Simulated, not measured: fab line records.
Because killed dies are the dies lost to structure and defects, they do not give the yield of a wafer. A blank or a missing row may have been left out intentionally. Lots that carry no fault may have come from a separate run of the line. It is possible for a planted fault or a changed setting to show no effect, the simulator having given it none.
fab line records	flow rit-cmos	part 1 of 2: steps 1 to 42 of 44
record: lots: 7	wafers: 21	last-day: 7
route steps=202 shown ACTIVE@11 FOX1@20 FOX2@23 NWELL@28 PWELL@39 WELLDRIVE@50 SILICIDE@161 M1@202
lots with no fault: from the same line, run without faults
start-h: hours from the record's first day to the start of the lot's first wafer shown	wait-h: hours elapsed since this lot's preceding step	" repeats the value in the row above	L1.1+2: a single row standing in for several wafers	- no value, or no start was given	* or withheld: withheld	< > ~ a bound
route shown NAME@n: a module of which the file shows steps, and the number in the route of the first	usual: average and standard deviation across the fault-free wafers	same: alike in all rows	chamber/n: place in a boat	sites: readings site by site	_std_site: how widely they spread, as a standard deviation	_edge_site: the outer-site mean with the inner-site mean subtracted	radius-mm: how far each site lies from the wafer's centre	mask NAME#n: copy n	behind: the tool/chamber that last shaped the wafer	hold: the reason the lot was held/the length of the hold in hours/how it ended	device: the transistor (n, p or np) that didn't switch	end of line: tests of these same wafers at the route's end	where a step has no rows: the recipe by itself	killed: not the wafer's yield, but the dies lost to structure and defects at the first sort	map: per-die view of a wafer (x killed, . not killed, _ where there is no die)
set.NAME: the run value of the setting; set.NAME@STEP: its run value at that earlier step	model.NAME: the simulator's own value behind a step, which no gauge read
certain route steps with their lots: each step a table, each wafer a row
services: when a tool's chamber went out of use (start-h, in hours from the record's first day, below 0 if earlier), for how many hours, and the reason
== steps ==
step: RIT_ACTIVE_DEVELOP_10
recipe: resist: NOVOLAK	develop-time-s: 50	dev-temp-c: 23
step: RIT_ACTIVE_CD_MEAS_11
recipe: target-cd-nm: 1400
usual: cd-nm: 1399.4/2.1
lot.wafer	tool	chamber	start-h	wait-h	cd-nm
L709.3	cd-sem-02	-	36.33	-	1398.2
L709.4	"	-	"	"	1395.8
L709.5	"	-	"	"	1397.5
L714.3	cd-sem-02	-	62.56	-	1400.2
L714.5	"	-	"	"	1400.6
L714.6	"	-	"	"	1399.0
L717.2	cd-sem-01	-	75.84	-	1399.4
L717.3	"	-	"	"	1399.8
L717.5	"	-	"	"	1399.7
L718.2	cd-sem-02	-	79.65	-	1400.9
L718.3	"	-	"	"	1400.8
L718.6	"	-	"	"	1401.9
L719.1	cd-sem-02	-	85.13	-	1400.5
L719.3	"	-	"	"	1400.3
L719.4	"	-	"	"	1401.0
L726.1	cd-sem-02	-	121.53	-	1399.8
L726.2	"	-	"	"	1400.9
L726.3	"	-	"	"	1398.9
L727.2	cd-sem-02	-	125.80	-	1398.4
L727.4	"	-	"	"	1396.5
L727.5	"	-	"	"	1398.3
step: RIT_ACTIVE_HARDBAKE_12
recipe: resist: NOVOLAK	temp-c: 140	time-s: 60
step: RIT_ACTIVE_ETCH_13
recipe: stop-on: SiO2	chemistry: SF6	target: Si3N4	time-s: 210	over-etch-frac: 0.4	SF6_flow_sccm: 200	pressure-mtorr: 260	rf-w: 125	target-depth-a: 2100
usual: drypump-motor-current-A: 5.6/0.5	oes-product-au: 0.822/0.011	throttle-valve-pct: 7.47/0.14
lot.wafer	tool	chamber	start-h	wait-h	drypump-motor-current-A	oes-product-au	rf-hours-counter-h	throttle-valve-pct
L709.3	rie-diel-04	0	36.69	0.1	5.5	0.809	66	7.30
L709.4	"	1	"	"	4.8	0.813	3	7.45
L709.5	"	1	"	"	4.8	0.817	-	7.47
L714.3	rie-diel-03	2	62.79	0.1	5.2	0.820	142	7.46
L714.5	"	0	"	"	6.1	0.812	-	7.60
L714.6	"	3	"	"	5.6	0.820	-	7.20
L717.2	rie-diel-04	1	76.09	0.1	4.9	0.829	3	7.45
L717.3	"	0	"	"	5.5	0.812	67	7.30
L717.5	"	0	"	"	5.5	0.809	-	7.32
L718.2	rie-diel-04	0	79.90	0.1	5.5	0.813	68	7.31
L718.3	"	3	"	"	6.6	0.822	73	7.41
L718.6	"	0	"	"	5.5	0.819	-	7.31
L719.1	rie-diel-04	2	85.40	0.1	5.6	0.813	161	7.54
L719.3	"	1	"	"	4.9	0.818	3	7.46
L719.4	"	0	"	"	5.5	0.820	68	7.31
L726.1	rie-diel-03	1	121.80	0.1	5.5	0.800	64	7.63
L726.2	"	2	"	"	5.1	0.817	143	7.46
L726.3	"	3	"	"	5.6	0.817	55	7.21
L727.2	rie-diel-03	0	126.09	0.1	6.1	0.812	152	7.60
L727.4	"	1	"	"	5.5	0.813	-	7.60
L727.5	"	3	"	"	5.6	0.822	-	7.20
step: RIT_ACTIVE_STRIP_14
recipe: chemistry: O2	time-s: 180	resist: NOVOLAK	platen-temp-c: withheld	power-w: 500	pressure-mtorr: 4000	o2-flow-sccm: 4000
usual: drypump-motor-current-A: 6.0/0.38	o2-flow-sccm: 4001/12
lot.wafer	tool	chamber	start-h	wait-h	drypump-motor-current-A	o2-flow-sccm	rf-hours-counter-h
L709.3	plasma-asher-04	1	36.88	0.1	6.7	3991	-
L709.4	"	0	"	"	6.3	3999	-
L709.5	"	0	"	"	6.3	3996	-
L714.3	plasma-asher-01	0	62.98	0.1	5.6	4000	-
L714.5	"	1	"	"	5.7	4006	-
L714.6	"	0	"	"	5.6	4027	-
L717.2	plasma-asher-03	0	76.23	0.1	6.0	3984	43
L717.3	"	0	"	"	6.0	4004	-
L717.5	"	1	"	"	5.7	3999	-
L718.2	plasma-asher-04	0	80.03	0.1	6.3	4003	46
L718.3	"	0	"	"	6.3	4027	-
L718.6	"	1	"	"	6.7	3985	-
L719.1	plasma-asher-03	1	85.53	0.1	5.7	4011	44
L719.3	"	0	"	"	6.0	4001	-
L719.4	"	1	"	"	5.7	4000	-
L726.1	plasma-asher-04	0	121.94	0.1	6.3	3992	49
L726.2	"	1	"	"	6.6	3985	49
L726.3	"	1	"	"	6.6	3970	-
L727.2	plasma-asher-03	1	126.22	0.1	5.7	4013	49
L727.4	"	0	"	"	6.0	4014	-
L727.5	"	1	"	"	5.7	4010	-
step: RIT_ACTIVE_CD_MEAS_90
recipe: target-cd-nm: 1400
usual: cd-nm: 1399.3/2
lot.wafer	tool	chamber	start-h	wait-h	cd-nm
L709.3	cd-sem-02	-	37.03	0.1	1398.4
L709.4	"	-	"	"	1395.8
L709.5	"	-	"	"	1397.3
L714.3	cd-sem-01	-	63.14	0.1	1400.6
L714.5	"	-	"	"	1400.7
L714.6	"	-	"	"	1398.4
L717.2	cd-sem-02	-	76.42	0.1	1399.6
L717.3	"	-	"	"	1400.3
L717.5	"	-	"	"	1399.1
L718.2	cd-sem-02	-	80.23	0.1	1400.7
L718.3	"	-	"	"	1400.9
L718.6	"	-	"	"	1401.8
L719.1	cd-sem-02	-	85.70	0.1	1400.6
L719.3	"	-	"	"	1400.0
L719.4	"	-	"	"	1400.7
L726.1	cd-sem-01	-	122.11	0.1	1399.8
L726.2	"	-	"	"	1401.0
L726.3	"	-	"	"	1399.3
L727.2	cd-sem-01	-	126.41	0.1	1398.4
L727.4	"	-	"	"	1396.5
L727.5	"	-	"	"	1398.4
step: RIT_ACTIVE_CLEAN_15
recipe: chemistry: SC1	mix: 3:3:50	time-s: 600	temp-c: 75
step: RIT_ACTIVE_CLEAN_16
recipe: chemistry: dHF	dilution: 50:1	time-s: 30
step: RIT_ACTIVE_CLEAN_17
recipe: chemistry: SC2	mix: 3:3:50	time-s: 600	temp-c: 75	dry: n2-spin
step: RIT_FOX1_OXIDATION_00
recipe: temp-c: 1100	ambient: H2O	target-thk-a: 3507	p-h2o-torr: 720	ox-time-s: 1130
step: RIT_FOX1_THK_MEAS_01
recipe: reads: SiO2_of_FOX1_OXIDATION_00
usual: FOX1_OXIDE_THK: 349/6.4
lot.wafer	tool	chamber	start-h	wait-h	FOX1_OXIDE_THK[nm]
L709.3	film-metro-03	-	38.85	0.0	359
L709.4	"	-	"	"	360
L709.5	"	-	"	"	354
L714.3	film-metro-04	-	64.92	0.0	349
L714.5	"	-	"	"	356
L714.6	"	-	"	"	356
L717.2	film-metro-03	-	79.20	0.0	354
L717.3	"	-	"	"	359
L717.5	"	-	"	"	358
L718.2	film-metro-04	-	83.04	0.0	345
L718.3	"	-	"	"	339
L718.6	"	-	"	"	347
L719.1	film-metro-03	-	88.03	0.0	357
L719.3	"	-	"	"	349
L719.4	"	-	"	"	356
L726.1	film-metro-01	-	123.92	0.0	356
L726.2	"	-	"	"	356
L726.3	"	-	"	"	357
L727.2	film-metro-04	-	131.19	0.0	354
L727.4	"	-	"	"	355
L727.5	"	-	"	"	353
step: RIT_FOX1_WET_ETCH_02
recipe: chemistry: BOE	target-depth-nm: 350	time-s: 390	temp-c: 21.5	dry: n2-spin	dilution: 10:1	target: SiO2
step: RIT_FOX2_OXIDATION_00
recipe: temp-c: 1100	ambient: H2O	target-thk-a: 3507	p-h2o-torr: 720	ox-time-s: 1130
usual: spike-tc-centre-C: 1101.6/1.6	spike-tc-load-C: 1125.7/2.6	spike-tc-source-C: 1124.7/2.1
lot.wafer	tool	chamber	start-h	wait-h	spike-tc-centre-C	spike-tc-load-C	spike-tc-source-C	model.SiO2_of_FOX2_OXIDATION_00.thk-nm
L709.3	furnace-04	0	40.34	1.3	1098.4	1125.2	1123.0	342
L709.4	"	0	"	"	1100.5	1122.0	1123.1	341.1
L709.5	"	0	"	"	1100.7	1124.6	1121.6	352.4
L714.3	furnace-04	0	65.09	0.0	1100.9	1124.3	1123.7	357.3
L714.5	"	0	"	"	1100.9	1123.6	1121.6	354
L714.6	"	0	"	"	1099.7	1123.3	1121.7	350.4
L717.2	furnace-04	0	79.37	0.0	1110.7	1133.3	1135.0	357
L717.3	"	0	"	"	1111.0	1134.7	1131.9	362.6
L717.5	"	0	"	"	1110.8	1133.1	1134.5	366
L718.2	furnace-04	0	83.69	0.5	1109.8	1133.3	1131.7	365
L718.3	"	0	"	"	1110.6	1134.0	1134.5	362.3
L718.6	"	0	"	"	1112.4	1131.8	1134.3	366.3
L719.1	furnace-04	0	88.21	0.0	1109.7	1135.5	1132.5	364.2
L719.3	"	0	"	"	1109.9	1133.3	1132.0	368.6
L719.4	"	0	"	"	1111.0	1132.4	1129.6	366.9
L726.1	furnace-03	0	124.74	0.6	1102.3	1128.7	1125.4	355
L726.2	"	0	"	"	1101.8	1127.5	1126.5	349.9
L726.3	"	0	"	"	1102.4	1129.6	1127.5	357
L727.2	furnace-03	0	133.57	2.2	1101.6	1130.4	1126.5	353
L727.4	"	0	"	"	1104.2	1128.6	1127.1	347.5
L727.5	"	0	"	"	1103.6	1129.0	1128.7	345.1
step: RIT_FOX2_THK_MEAS_01
recipe: reads: SiO2_of_FOX2_OXIDATION_00
usual: FOX2_OXIDE_THK: 352/6
lot.wafer	tool	chamber	start-h	wait-h	FOX2_OXIDE_THK[nm]
L709.3	film-metro-02	-	41.67	0.0	342
L709.4	"	-	"	"	341
L709.5	"	-	"	"	352
L714.3	film-metro-01	-	66.42	0.0	357
L714.5	"	-	"	"	354
L714.6	"	-	"	"	350
L717.2	film-metro-02	-	80.75	0.1	357
L717.3	"	-	"	"	363
L717.5	"	-	"	"	366
L718.2	film-metro-04	-	85.01	0.0	365
L718.3	"	-	"	"	362
L718.6	"	-	"	"	366
L719.1	film-metro-01	-	89.52	0.0	364
L719.3	"	-	"	"	368
L719.4	"	-	"	"	367
L726.1	film-metro-04	-	126.06	0.0	355
L726.2	"	-	"	"	350
L726.3	"	-	"	"	357
L727.2	film-metro-04	-	134.90	0.0	353
L727.4	"	-	"	"	348
L727.5	"	-	"	"	345
step: RIT_FOX2_CLEAN_02
recipe: chemistry: dHF	dilution: 50:1	time-s: 180
step: RIT_FOX2_WET_ETCH_03
recipe: chemistry: H3PO4	target: Si3N4	target-depth-nm: 195	temp-c: 165	time-s: 2700
step: RIT_FOX2_THK_MEAS_90
recipe: reads: SiO2_of_FOX2_OXIDATION_00
usual: FIELD_OXIDE_LEFT_1_THK: 325/5.9
lot.wafer	tool	chamber	start-h	wait-h	FIELD_OXIDE_LEFT_1_THK[nm]
L709.3	film-metro-01	-	42.56	0.0	315
L709.4	"	-	"	"	314
L709.5	"	-	"	"	325
L714.3	film-metro-04	-	67.30	0.0	330
L714.5	"	-	"	"	327
L714.6	"	-	"	"	323
L717.2	film-metro-02	-	81.62	0.0	330
L717.3	"	-	"	"	336
L717.5	"	-	"	"	339
L718.2	film-metro-04	-	85.89	0.0	337
L718.3	"	-	"	"	334
L718.6	"	-	"	"	339
L719.1	film-metro-04	-	90.40	0.0	336
L719.3	"	-	"	"	341
L719.4	"	-	"	"	339
L726.1	film-metro-02	-	126.93	0.0	328
L726.2	"	-	"	"	323
L726.3	"	-	"	"	330
L727.2	film-metro-02	-	135.77	0.0	325
L727.4	"	-	"	"	320
L727.5	"	-	"	"	318
step: RIT_NWELL_HMDS_00
recipe: prime-time-s: 60	prime-temp-c: 140
step: RIT_NWELL_COAT_01
recipe: resist: NOVOLAK	spin-rpm: 2000	resist-thk-nm: 1300
step: RIT_NWELL_SOFTBAKE_02
recipe: resist: NOVOLAK	temp-c: 90	time-s: 60
step: RIT_NWELL_EXPOSE_03
recipe: mask-id: M2	na: 0.57	target-cd-nm: 43900	dose-mj: 250
step: RIT_NWELL_PEB_04
recipe: resist: NOVOLAK	temp-c: withheld	time-s: withheld
step: RIT_NWELL_DEVELOP_05
recipe: resist: NOVOLAK	develop-time-s: 68	dev-temp-c: 23
step: RIT_NWELL_OVL_MEAS_06
usual: NWELL_OVL: 0.6/1.4
lot.wafer	tool	chamber	start-h	wait-h	NWELL_OVL[nm]
L709.3	overlay-01	-	43.71	-	1.1
L709.4	"	-	"	"	1.9
L709.5	"	-	"	"	2.1
L714.3	overlay-01	-	68.23	-	-0.3
L714.5	"	-	"	"	0.3
L714.6	"	-	"	"	-2.6
L717.2	overlay-01	-	82.68	-	1.6
L717.3	"	-	"	"	1.8
L717.5	"	-	"	"	2.5
L718.2	overlay-02	-	86.97	-	1.3
L718.3	"	-	"	"	2.3
L718.6	"	-	"	"	2.3
L719.1	overlay-01	-	91.54	-	-1.1
L719.3	"	-	"	"	-0.6
L719.4	"	-	"	"	-2.3
L726.1	overlay-01	-	127.87	-	-0.1
L726.2	"	-	"	"	-2.9
L726.3	"	-	"	"	-1.5
L727.2	overlay-02	-	136.84	-	-0.3
L727.4	"	-	"	"	-0.4
L727.5	"	-	"	"	0.7
step: RIT_NWELL_HARDBAKE_07
recipe: resist: NOVOLAK	temp-c: 140	time-s: 120
step: RIT_NWELL_IMPLANT_08
recipe: species: P	energy-kev: 170	dose-cm2: 5e+13	tilt-deg: 7
step: RIT_NWELL_STRIP_09
recipe: chemistry: O2	time-s: 180	resist: NOVOLAK	platen-temp-c: withheld	power-w: 500	pressure-mtorr: 4000	o2-flow-sccm: 4000
usual: drypump-motor-current-A: 5.71/0.28	o2-flow-sccm: 4002/12
lot.wafer	tool	chamber	start-h	wait-h	drypump-motor-current-A	o2-flow-sccm	rf-hours-counter-h
L709.3	plasma-asher-02	0	44.19	0.1	6.06	3994	-
L709.4	"	1	"	"	5.26	3997	-
L709.5	"	1	"	"	5.26	4007	-
L714.3	plasma-asher-02	1	68.71	0.1	5.22	3979	-
L714.5	"	0	"	"	6.05	4005	-
L714.6	"	1	"	"	5.22	3995	-
L717.2	plasma-asher-02	0	83.11	0.1	6.06	4013	45
L717.3	"	0	"	"	6.08	4002	-
L717.5	"	0	"	"	6.06	4001	-
L718.2	plasma-asher-03	1	87.40	0.1	5.65	4016	44
L718.3	"	0	"	"	6.04	3995	-
L718.6	"	0	"	"	6.03	3995	-
L719.1	plasma-asher-01	0	91.98	0.1	5.61	4014	27
L719.3	"	0	"	"	5.60	4018	-
L719.4	"	1	"	"	5.62	3993	-
L726.1	plasma-asher-02	1	128.31	0.1	5.26	4012	1
L726.2	"	0	"	"	6.05	3992	1
L726.3	"	0	"	"	6.05	3996	-
L727.2	plasma-asher-02	1	137.27	0.1	5.27	3998	2
L727.4	"	1	"	"	5.27	3981	-
L727.5	"	0	"	"	6.08	3993	-
step: RIT_NWELL_TW_MEAS_10
usual: NWELL_TW: 2144/19
lot.wafer	tool	chamber	start-h	wait-h	NWELL_TW
L709.3	film-metro-03	-	44.33	0.1	2163
L709.4	"	-	"	"	2161
L709.5	"	-	"	"	2166
L714.3	film-metro-03	-	68.85	0.1	2179
L714.5	"	-	"	"	2167
L714.6	"	-	"	"	2167
L717.2	film-metro-03	-	83.30	0.1	2142
L717.3	"	-	"	"	2147
L717.5	"	-	"	"	2152
L718.2	film-metro-03	-	87.58	0.1	2151
L718.3	"	-	"	"	2154
L718.6	"	-	"	"	2149
L719.1	film-metro-03	-	92.15	0.1	2151
L719.3	"	-	"	"	2145
L719.4	"	-	"	"	2143
L726.1	film-metro-02	-	128.49	0.1	2117
L726.2	"	-	"	"	2114
L726.3	"	-	"	"	2121
L727.2	film-metro-03	-	137.45	0.1	2141
L727.4	"	-	"	"	2148
L727.5	"	-	"	"	2148
step: RIT_PWELL_HMDS_00
recipe: prime-time-s: 60	prime-temp-c: 140
step: RIT_PWELL_COAT_01
recipe: resist: NOVOLAK	spin-rpm: 2000	resist-thk-nm: 1300
step: RIT_PWELL_SOFTBAKE_02
recipe: resist: NOVOLAK	temp-c: 90	time-s: 60
step: RIT_PWELL_EXPOSE_03
recipe: mask-id: M3	na: 0.57	target-cd-nm: 43700	dose-mj: 250
step: RIT_PWELL_PEB_04
recipe: resist: NOVOLAK	temp-c: withheld	time-s: withheld
step: RIT_PWELL_DEVELOP_05
recipe: resist: NOVOLAK	develop-time-s: 68	dev-temp-c: 23
step: RIT_PWELL_OVL_MEAS_06
usual: PWELL_OVL: -0.1/1.6
lot.wafer	tool	chamber	start-h	wait-h	PWELL_OVL[nm]
L709.3	overlay-01	-	45.26	-	0.2
L709.4	"	-	"	"	-0.7
L709.5	"	-	"	"	-0.5
L714.3	overlay-02	-	69.84	-	1.5
L714.5	"	-	"	"	0.1
L714.6	"	-	"	"	0.4
L717.2	overlay-01	-	84.23	-	0.3
L717.3	"	-	"	"	-1.2
L717.5	"	-	"	"	-1.7
L718.2	overlay-02	-	88.52	-	-0.3
L718.3	"	-	"	"	-1.6
L718.6	"	-	"	"	-0.7
L719.1	overlay-02	-	93.09	-	1.6
L719.3	"	-	"	"	0.1
L719.4	"	-	"	"	3.1
L726.1	overlay-02	-	129.55	-	3.5
L726.2	"	-	"	"	3.2
L726.3	"	-	"	"	1.4
L727.2	overlay-02	-	138.39	-	0.2
L727.4	"	-	"	"	0.6
L727.5	"	-	"	"	1.4
step: RIT_PWELL_HARDBAKE_07
recipe: resist: NOVOLAK	temp-c: 140	time-s: 120
step: RIT_PWELL_IMPLANT_08
recipe: species: B	energy-kev: 170	dose-cm2: 7e+13	tilt-deg: 7
step: RIT_PWELL_STRIP_09
recipe: chemistry: O2	time-s: 180	resist: NOVOLAK	platen-temp-c: withheld	power-w: 500	pressure-mtorr: 4000	o2-flow-sccm: 4000
usual: drypump-motor-current-A: 5.9/0.44	o2-flow-sccm: 4001/12
lot.wafer	tool	chamber	start-h	wait-h	drypump-motor-current-A	o2-flow-sccm	rf-hours-counter-h
L709.3	plasma-asher-01	1	45.74	0.1	5.7	4015	-
L709.4	"	0	"	"	5.6	4005	-
L709.5	"	0	"	"	5.6	3991	-
L714.3	plasma-asher-04	1	70.32	0.1	6.7	3999	-
L714.5	"	1	"	"	6.7	4004	-
L714.6	"	0	"	"	6.3	3995	-
L717.2	plasma-asher-01	1	84.66	0.1	5.6	3988	26
L717.3	"	0	"	"	5.6	3992	-
L717.5	"	0	"	"	5.6	3987	-
L718.2	plasma-asher-01	0	88.95	0.1	5.6	3995	27
L718.3	"	1	"	"	5.6	4004	-
L718.6	"	1	"	"	5.6	3992	-
L719.1	plasma-asher-02	1	93.53	0.1	5.2	3988	46
L719.3	"	1	"	"	5.2	3995	-
L719.4	"	0	"	"	6.1	3995	-
L726.1	plasma-asher-04	0	129.99	0.1	6.3	4012	50
L726.2	"	1	"	"	6.7	4014	50
L726.3	"	1	"	"	6.7	4009	-
L727.2	plasma-asher-04	0	138.82	0.1	6.3	3987	50
L727.4	"	1	"	"	6.6	3965	-
L727.5	"	0	"	"	6.3	3992	-
step: RIT_PWELL_TW_MEAS_10
usual: PWELL_TW: 948/9.2
lot.wafer	tool	chamber	start-h	wait-h	PWELL_TW
L709.3	film-metro-03	-	45.88	0.1	960
L709.4	"	-	"	"	959
L709.5	"	-	"	"	964
L714.3	film-metro-04	-	70.46	0.1	960
L714.5	"	-	"	"	960
L714.6	"	-	"	"	956
L717.2	film-metro-02	-	84.85	0.1	939
L717.3	"	-	"	"	942
L717.5	"	-	"	"	946
L718.2	film-metro-03	-	89.14	0.1	959
L718.3	"	-	"	"	959
L718.6	"	-	"	"	951
L719.1	film-metro-02	-	93.70	0.1	939
L719.3	"	-	"	"	941
L719.4	"	-	"	"	940
L726.1	film-metro-03	-	130.16	0.1	953
L726.2	"	-	"	"	951
L726.3	"	-	"	"	955
L727.2	film-metro-02	-	139.00	0.1	946
L727.4	"	-	"	"	939
L727.5	"	-	"	"	939
step: RIT_WELLDRIVE_ANNEAL_00
recipe: temp-c: 1100	time-s: 14700	ambient: N2
step: RIT_WELLDRIVE_RS_MEAS_01
recipe: thk-meas-gauge: four-point-probe
usual: NWELL_RS: 275.4/0.73
lot.wafer	tool	chamber	start-h	wait-h	NWELL_RS[ohm/sq]
L709.3	film-metro-02	-	51.04	0.0	276.0
L709.4	"	-	"	"	276.5
L709.5	"	-	"	"	276.2
L714.3	film-metro-04	-	76.67	0.0	274.3
L714.5	"	-	"	"	275.6
L714.6	"	-	"	"	274.8
L717.2	film-metro-02	-	90.00	0.0	275.1
L717.3	"	-	"	"	276.3
L717.5	"	-	"	"	275.6
L718.2	film-metro-03	-	95.90	0.0	275.3
L718.3	"	-	"	"	274.6
L718.6	"	-	"	"	275.0
L719.1	film-metro-03	-	103.31	0.0	275.9
L719.3	"	-	"	"	276.0
L719.4	"	-	"	"	275.5
L726.1	film-metro-04	-	138.20	0.0	275.4
L726.2	"	-	"	"	275.3
L726.3	"	-	"	"	275.6
L727.2	film-metro-02	-	144.15	0.0	275.8
L727.4	"	-	"	"	276.6
L727.5	"	-	"	"	276.3
step: RIT_WELLDRIVE_RS_MEAS_02
recipe: thk-meas-gauge: four-point-probe
usual: PWELL_RS: 429.3/1.2
lot.wafer	tool	chamber	start-h	wait-h	PWELL_RS[ohm/sq]
L709.3	film-metro-02	-	51.16	0.1	430.8
L709.4	"	-	"	"	430.4
L709.5	"	-	"	"	430.6
L714.3	film-metro-04	-	76.79	0.1	426.8
L714.5	"	-	"	"	427.4
L714.6	"	-	"	"	427.4
L717.2	film-metro-02	-	90.12	0.1	428.3
L717.3	"	-	"	"	426.8
L717.5	"	-	"	"	426.5
L718.2	film-metro-03	-	96.02	0.1	429.1
L718.3	"	-	"	"	429.5
L718.6	"	-	"	"	429.3
L719.1	film-metro-03	-	103.43	0.1	431.7
L719.3	"	-	"	"	429.6
L719.4	"	-	"	"	431.1
L726.1	film-metro-04	-	138.32	0.1	428.6
L726.2	"	-	"	"	429.0
L726.3	"	-	"	"	427.6
L727.2	film-metro-02	-	144.27	0.1	428.3
L727.4	"	-	"	"	428.7
L727.5	"	-	"	"	429.2
== key ==
first-sign: step: RIT_FOX2_OXIDATION_00	reading: spike-tc-centre-C	direction: up	sigmas: 5.8	usual: 1101.6	struck: 1110.6
effect: step: RIT_FOX2_OXIDATION_00	reading: spike-tc-source-C	direction: up	sigmas: 3.9	usual: 1124.7	struck: 1132.9
effect: step: RIT_FOX2_THK_MEAS_01	reading: FOX2_OXIDE_THK	direction: up	sigmas: 2	usual: 352	struck: 364
effect: step: RIT_FOX2_THK_MEAS_90	reading: FIELD_OXIDE_LEFT_1_THK	direction: up	sigmas: 2.1	usual: 325	struck: 337
model-effect: step: RIT_FOX2_OXIDATION_00	value: SiO2_of_FOX2_OXIDATION_00.thk-nm	without: 348.6	struck: 364.3
model-effect: step: RIT_SILICIDE_WET_ETCH_00	value: SiO2_of_FOX2_OXIDATION_00.thk-nm	without: 148.6	struck: 164.3
model-effect: step: RIT_M1_PROBE_99	value: etest.field-n.vt-v	without: 34.58	struck: 36.65
met-at RIT_FOX2_OXIDATION_00
struck-wafers L717.2,L717.3,L717.5,L718.2,L718.3,L718.6,L719.1,L719.3,L719.4
tester-left-out L717,L718,L719
onset-between 65.09 79.37
fault: kind: process-parameter-drift	tool: furnace-04	chamber: -	onset-h: 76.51	steps: RIT_FOX2_OXIDATION_00	channel: temp-c	offset: *	shape: step	end-h: 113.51	acts-in: *	stated: *
tester-left-out: of these lots the tester's yield and bins aren't shown, on N5 and GAA mostly nor the transistor test; their killed dies are dies lost to structure and defects alone, not to doping, threshold or leakage, so they don't give the yield
